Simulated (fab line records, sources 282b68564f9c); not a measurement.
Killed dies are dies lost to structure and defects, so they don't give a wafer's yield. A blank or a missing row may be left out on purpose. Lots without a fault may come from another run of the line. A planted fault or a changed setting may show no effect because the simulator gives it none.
A struck lot beside a sound one | flow rit_cmos | 29 steps out of a route of 202
Sound: wafers L356.1, L356.2, L356.5. Struck: wafers L369.1, L369.4, L369.5. The cause comes at the end.
At each step with rows: each side's tool, then ch and its chambers, then its first start. Under that, the readings that differ: sound wafers | struck wafers | difference of the means | sigmas: that difference in standard deviations of wafers without a fault.
alike: readings whose means differ by less than 2 such deviations, and words and numbers that are the same on both sides. not compared: withheld readings, readings that some wafer has no value for, bounds like >300 that may hide the same value, and numbers for which the record gives no deviation and whose values overlap.
The two part at a step that has a row with sigmas, a row that says differs or no value, or rows on one side only. Numbers that don't overlap but have no deviation are shown without sigmas and don't part them. A reading that every wafer of one side lacks parts them only if that side has two wafers or more.

RIT_SDANNEAL_RTA_03: time 5 s.
  sound on rtp_anneal-02 ch 0, day 3 10:46; struck on rtp_anneal-01 ch 0, day 6 05:19
  alike: wafer_temp_C_max
RIT_SDANNEAL_RS_MEAS_04: measures by four-point-probe.
  sound on film_metro-01, day 3 10:50; struck on film_metro-01, day 6 05:22
  alike: PSD_RS
RIT_SDANNEAL_RS_MEAS_05: measures by four-point-probe.
  sound on film_metro-01, day 3 10:57; struck on film_metro-01, day 6 05:29
  alike: NSD_RS
RIT_SDANNEAL_RS_MEAS_06: measures by four-point-probe.
  sound on film_metro-01, day 3 11:04; struck on film_metro-01, day 6 05:37
  alike: PLDD_RS
RIT_SDANNEAL_RS_MEAS_07: measures by four-point-probe.
  sound on film_metro-01, day 3 11:11; struck on film_metro-01, day 6 05:44
  alike: NLDD_RS
then, 1 step without rows for these wafers: RIT_SILICIDE_WET_ETCH_00 (etches SiO2 in BOE, target depth 14 nm, time 15 s).
RIT_SILICIDE_SPUTTER_01: material Ti, target thk 30 nm, time 240 s.
  sound on pvd_sputter-03, day 3 11:19; struck on pvd_sputter-01, day 6 05:52
  alike: throttle_valve_pct
RIT_SILICIDE_RS_MEAS_02: measures by four-point-probe.
  sound on film_metro-01, day 3 11:28; struck on film_metro-03, day 6 06:01
  alike: SILICIDE_TI_RS
RIT_SILICIDE_THK_MEAS_03: measures by xrf.
  sound on film_metro-01, day 3 11:35; struck on film_metro-03, day 6 06:08
  alike: SILICIDE_TI_THK
RIT_SILICIDE_RTA_04: time 10 s, ramp up 5 s, ramp down 5 s.
  sound on rtp_anneal-01 ch 0, day 3 11:39; struck on rtp_anneal-02 ch 0, day 6 06:11
  alike: wafer_temp_C_max
then, 1 step without rows for these wafers: RIT_SILICIDE_WET_ETCH_05 (etches Ti in SPM, time 120 s).
RIT_SILICIDE_RTA_06: time 10 s, ramp up 5 s, ramp down 10 s.
  sound on rtp_anneal-02 ch 0, day 3 11:46; struck on rtp_anneal-01 ch 0, day 6 06:18
  alike: wafer_temp_C_max
RIT_CONTACT_CVD_00: deposits SiO2 from TEOS, target thk 400 nm, time 61 s.
  sound on pecvd-01 ch 0,1,2, day 3 11:50; struck on pecvd-02 ch 0,1,2, day 6 06:22
  reading                                  | sound         | struck          | difference | sigmas
  model.SiO2_of_CONTACT_CVD_00.thk_nm (nm) | 406.1 402 403 | 570.3 560 562.6 | +160.6     |
  alike: heater_power_w, rf_fwd_power_W
RIT_CONTACT_THK_MEAS_01:
  sound on film_metro-02, day 3 11:53; struck on film_metro-04, day 6 06:25
  reading               | sound       | struck      | difference | sigmas
  CONTACT_TEOS_THK (nm) | 406 402 403 | 570 560 562 | +160       | +22
then, 6 steps without rows for these wafers: RIT_CONTACT_HMDS_02 (prime time 60 s); RIT_CONTACT_COAT_03 (resist thk 1000 nm); RIT_CONTACT_SOFTBAKE_04 (time 60 s); RIT_CONTACT_EXPOSE_05 (exposes mask M11, target cd 1000 nm); RIT_CONTACT_PEB_06; RIT_CONTACT_DEVELOP_07 (develop time 116.3 s).
RIT_CONTACT_CD_MEAS_08: target cd 1000 nm.
  sound on cd_sem-01, day 3 12:59; struck on cd_sem-01, day 6 07:34
  alike: cd_nm
RIT_CONTACT_OVL_MEAS_09:
  sound on overlay-01, day 3 13:07; struck on overlay-01, day 6 07:41
  alike: CONTACT_OVL
then, 1 step without rows for these wafers: RIT_CONTACT_HARDBAKE_10 (time 60 s).
RIT_CONTACT_ETCH_11: etches SiO2 in CHF3/CF4/Ar, stops on TiSi2, target depth 480 nm, time 320 s.
  sound on rie_diel-02 ch 2,3, day 3 13:17; struck on rie_diel-04 ch 0,2, day 6 07:52
  reading                             | sound          | struck            | difference | sigmas
  throttle_valve_pct (%)              | 8.95 8.93 8.93 | 8.67 8.60 8.65    | -0.30      | -2
  model.CONTACT.feature_depth_nm (nm) | 406.1 402 403  | 489.1 487.3 487.4 | +84.2      |
  model.etch.depth_nm (nm)            | 406.1 402 403  | 489.1 487.3 487.4 | +84.2      |
  alike: O2_flow_sccm, drypump_motor_current_A, oes_product_au, rf_fwd_power_W
  not compared: rf_hours_counter_h
RIT_CONTACT_STRIP_12: strips in O2, time 180 s.
  sound on plasma_asher-03 ch 0,1, day 3 13:29; struck on plasma_asher-02 ch 0,1, day 6 08:04
  alike: drypump_motor_current_A
  not compared: rf_hours_counter_h
RIT_CONTACT_CD_MEAS_90: target cd 1000 nm.
  sound on cd_sem-01, day 3 13:40; struck on cd_sem-02, day 6 08:14
  alike: cd_nm
RIT_CONTACT_CLEAN_13: cleans in SC1, time 617.9 s.
  sound on wet_bench-04 ch 1, day 3 13:47; struck on wet_bench-02 ch 1, day 6 08:22
  reading                                  | sound           | struck            | difference | sigmas
  model.SiO2_of_CONTACT_CVD_00.thk_nm (nm) | 402 397.8 398.9 | 566.1 555.8 558.4 | +160.5     |
  alike: temp_c
then, 1 step without rows for these wafers: RIT_CONTACT_CLEAN_14 (cleans in SC2, time 600 s).
RIT_M1_PROBE_99:
  sound on prober-01, day 3 18:27; struck on prober-02, day 6 12:58
  reading            | sound  | struck      | difference | sigmas
  killed_at_contacts | 0 0 0  | 257 255 258 | +257       | +99 or more
  killed_dies        | 8 8 11 | 264 264 264 | +255       | +99 or more
  killed_on_rim      | 3 4 2  | 70 70 70    | +67        | +48
  alike: killed_at_front_end, killed_open, killed_short

WHERE THEY PART
First at RIT_CONTACT_THK_MEAS_01; last, within this record, at RIT_M1_PROBE_99.

WHY: what the simulator had put in
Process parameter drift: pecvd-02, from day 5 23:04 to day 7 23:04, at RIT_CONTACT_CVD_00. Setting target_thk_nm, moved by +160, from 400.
